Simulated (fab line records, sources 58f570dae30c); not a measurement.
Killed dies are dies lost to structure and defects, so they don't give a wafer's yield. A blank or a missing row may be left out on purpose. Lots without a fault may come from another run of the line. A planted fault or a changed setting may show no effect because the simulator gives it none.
Which tool did it? | flow berkeley_cmos170 | 7 lots, 21 wafers sampled, at 5 steps of a route of 331

WHAT THE GAUGES READ, wafer by wafer
UCB170_M3_RS_MEAS_02: measures by four-point-probe.
lot  | measured     | on            | M3_AL_RS (ohm/sq)
L573 | day 8 16:50  | film_metro-04 | 0.0322 0.0316 0.0323
L575 | day 9 12:01  | film_metro-04 | 0.0328 0.0321 0.0321
L580 | day 10 05:35 | film_metro-04 | 0.0333 0.0333 0.0330
L578 | day 10 07:07 | film_metro-03 | 0.0325 0.0327 0.0332
L585 | day 11 09:23 | film_metro-04 | 0.0279 0.0280 0.0278
L589 | day 12 02:46 | film_metro-03 | 0.0329 0.0323 0.0328
L594 | day 14 10:04 | film_metro-03 | 0.0318 0.0321 0.0320

WHICH TOOL RAN EACH LOT (tool, then ch and the chambers of the sampled wafers, then the start)
lot  | UCB170_SILICIDE_RTA_04           | UCB170_CONTACT_ETCH_17             | UCB170_V1_CMP_02              | UCB170_M3_SPUTTER_01
L573 | rtp_anneal-01 ch 0, day 7 20:36  | rie_diel-01 ch 0,2, day 8 03:43    | cmp-01 ch 0,1, day 8 08:20    | pvd_sputter-02, day 8 16:43
L575 | rtp_anneal-01 ch 0, day 8 18:19  | rie_diel-03 ch 1,2,3, day 8 22:20  | cmp-01 ch 0,1,2, day 9 03:34  | pvd_sputter-03, day 9 11:56
L580 | rtp_anneal-01 ch 0, day 9 10:31  | rie_diel-03 ch 0,1,2, day 9 14:32  | cmp-02 ch 0,3, day 9 18:17    | pvd_sputter-02, day 10 05:31
L578 | rtp_anneal-01 ch 0, day 9 11:02  | rie_diel-04 ch 1,2,3, day 9 17:08  | cmp-02 ch 0,3, day 9 23:46    | pvd_sputter-01, day 10 07:01
L585 | rtp_anneal-01 ch 0, day 10 12:56 | rie_diel-04 ch 0,1,2, day 10 20:09 | cmp-02 ch 1,2,3, day 11 01:34 | pvd_sputter-03, day 11 09:17
L589 | rtp_anneal-01 ch 0, day 11 07:12 | rie_diel-01 ch 0,2, day 11 11:05   | cmp-02 ch 0,1,3, day 11 16:05 | pvd_sputter-02, day 12 02:40
L594 | rtp_anneal-01 ch 0, day 13 11:30 | rie_diel-01 ch 0,2,3, day 13 18:13 | cmp-01 ch 0,1,3, day 13 22:37 | pvd_sputter-03, day 14 09:58
- UCB170_SILICIDE_RTA_04: time 15 s.
- UCB170_CONTACT_ETCH_17: etches BARC in N2/H2.
- UCB170_V1_CMP_02: polishes SiO2.
- UCB170_M3_SPUTTER_01: material Al, target thk 900 nm, time 120 s.

THE ANSWER, worked out from the rows above alone
Rule: what is usual is taken from the lots themselves. Put in order of their means at a reading, lots are off if they are a third of the lots or fewer, leave a main group of 4 or more, and stand apart from it by a gap of 3 or more times the standard deviation of the main group's means; of several such gaps the widest counts. A main group whose means are all the same, to the digits that the tables above print for the reading, isn't used. A lot without any number at a reading at which 4 lots or more have one is off too. The other lots that the step has rows for count as sound.
Off: L585, at UCB170_M3_RS_MEAS_02 (M3_AL_RS). The main group: mean 0.0325 ohm/sq, standard deviation 0.00044.
A tool fits if, at a process step before that reading, it ran every lot that is off, and no sound lot after the first of them. The gauges at UCB170_M3_RS_MEAS_02 are tried like those tools. Can't be told from this: 2 tools fit, rie_diel-04 at UCB170_CONTACT_ETCH_17, film_metro-04 at UCB170_M3_RS_MEAS_02.

WHAT THE SIMULATOR HAD PUT IN
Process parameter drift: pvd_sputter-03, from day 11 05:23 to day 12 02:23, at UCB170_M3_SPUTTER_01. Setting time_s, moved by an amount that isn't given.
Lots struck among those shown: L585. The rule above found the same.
